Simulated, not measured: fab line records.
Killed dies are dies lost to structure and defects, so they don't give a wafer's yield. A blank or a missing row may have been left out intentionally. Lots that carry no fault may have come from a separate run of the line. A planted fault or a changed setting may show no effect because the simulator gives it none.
Which tool is to blame?	flow rit_cmos	Sampling: 11 lots, 33 wafers, 3 of 202 route steps

WHAT EACH GAUGE READ, for each wafer
RIT_ACTIVE_THK_MEAS_02.
lot	measured	on	ACTIVE_OXIDE_THK (nm)
L919	day 1 12:03	film_metro-01	52.2 51.9 51.2
L920	day 1 18:13	film_metro-04	50.2 50.4 50.6
L921	day 1 22:04	film_metro-01	50.7 51.1 50.9
L922	day 2 03:04	film_metro-04	51.7 52.0 51.8
L923	day 2 09:31	film_metro-01	50.6 51.6 51.6
L930	day 3 19:03	film_metro-01	52.1 51.6 51.7
L931	day 4 00:05	film_metro-04	52.1 51.6 50.9
L937	day 5 07:55	film_metro-04	51.2 51.0 50.7
L939	day 5 16:19	film_metro-01	50.3 50.2 50.2
L940	day 5 22:16	film_metro-03	50.9 51.0 51.1
L941	day 6 02:55	film_metro-04	51.9 51.8 51.6

RIT_SDANNEAL_RS_MEAS_05: measurement is done with a four-point probe.
lot	measured	on	NSD_RS (ohm/sq)
L919	day 3 03:54	film_metro-01	82.8 83.0 83.0
L920	day 3 10:43	film_metro-03	83.1 83.3 83.5
L921	day 3 13:20	film_metro-01	83.8 83.6 83.4
L922	day 3 20:56	film_metro-03	83.1 83.3 83.1
L923	day 4 02:29	film_metro-04	83.9 84.2 84.0
L930	day 5 15:28	film_metro-01	83.8 83.7 83.7
L931	day 6 04:26	film_metro-04	83.7 83.9 83.7
L937	day 7 00:16	film_metro-01	83.7 83.9 83.4
L939	day 7 09:34	film_metro-04	83.2 83.2 83.1
L940	day 7 12:49	film_metro-01	83.4 83.4 83.7
L941	day 7 20:19	film_metro-03	83.3 83.3 83.0

WHICH TOOL RAN EACH LOT (tool, then ch and the chambers of the sampled wafers, then the start)
lot	RIT_NRETRO_STRIP_09
L919	plasma_asher-04 ch 1, day 2 08:24
L920	plasma_asher-04 ch 0,1, day 2 12:32
L921	plasma_asher-02 ch 0,1, day 2 16:17
L922	plasma_asher-03 ch 0,1, day 2 22:22
L923	plasma_asher-02 ch 0,1, day 3 05:09
L930	plasma_asher-03 ch 0,1, day 4 15:50
L931	plasma_asher-03 ch 0,1, day 5 04:29
L937	plasma_asher-02 ch 0,1, day 6 02:32
L939	plasma_asher-02 ch 0,1, day 6 13:32
L940	plasma_asher-02 ch 0, day 6 16:34
L941	plasma_asher-04 ch 0,1, day 6 21:21
- RIT_NRETRO_STRIP_09: strips in O2, time 180 s.

AS READ BY THE TOOLS THEMSELVES (means over the sampled wafers that have a number; for cases with no such wafer, the mark the record gives instead)
RIT_NRETRO_STRIP_09.
lot	tool	drypump_motor_current_A (A)	rf_refl_power_W (W)
L919	plasma_asher-04	5.3	4.9
L920	plasma_asher-04	5.6	5.6
L921	plasma_asher-02	5.7	4.8
L922	plasma_asher-03	6.2	6.8
L923	plasma_asher-02	5.6	4.5
L930	plasma_asher-03	6.1	6.9
L931	plasma_asher-03	6.1	6.9
L937	plasma_asher-02	5.6	4.9
L939	plasma_asher-02	5.6	4.8
L940	plasma_asher-02	5.7	4.0
L941	plasma_asher-04	5.8	6.2

THE ANSWER, worked out from the rows above alone
Rule: usual is defined by the lots themselves. Put in order of their means at a reading, lots are off if they are a third of the lots or fewer, leave a main group of 4 or more, and stand apart from it by a gap of 3 or more times the standard deviation of the main group's means; of several such gaps the widest counts. A main group whose means are all the same, to the digits that the tables above print for the reading, isn't used. Also off: a lot with no number at a reading for which 4 or more lots have one. Any other lot the step has rows for is counted as sound. First the gauges in route order, then the tools' own readings, where a lot's mean is used as printed above. The first step at which some lot is off is used, and at that step the reading that is off furthest; a lot without a number counts as furthest.
None of the lots is off at any reading shown; this tells nothing.

WHAT THE SIMULATOR HAD PUT IN
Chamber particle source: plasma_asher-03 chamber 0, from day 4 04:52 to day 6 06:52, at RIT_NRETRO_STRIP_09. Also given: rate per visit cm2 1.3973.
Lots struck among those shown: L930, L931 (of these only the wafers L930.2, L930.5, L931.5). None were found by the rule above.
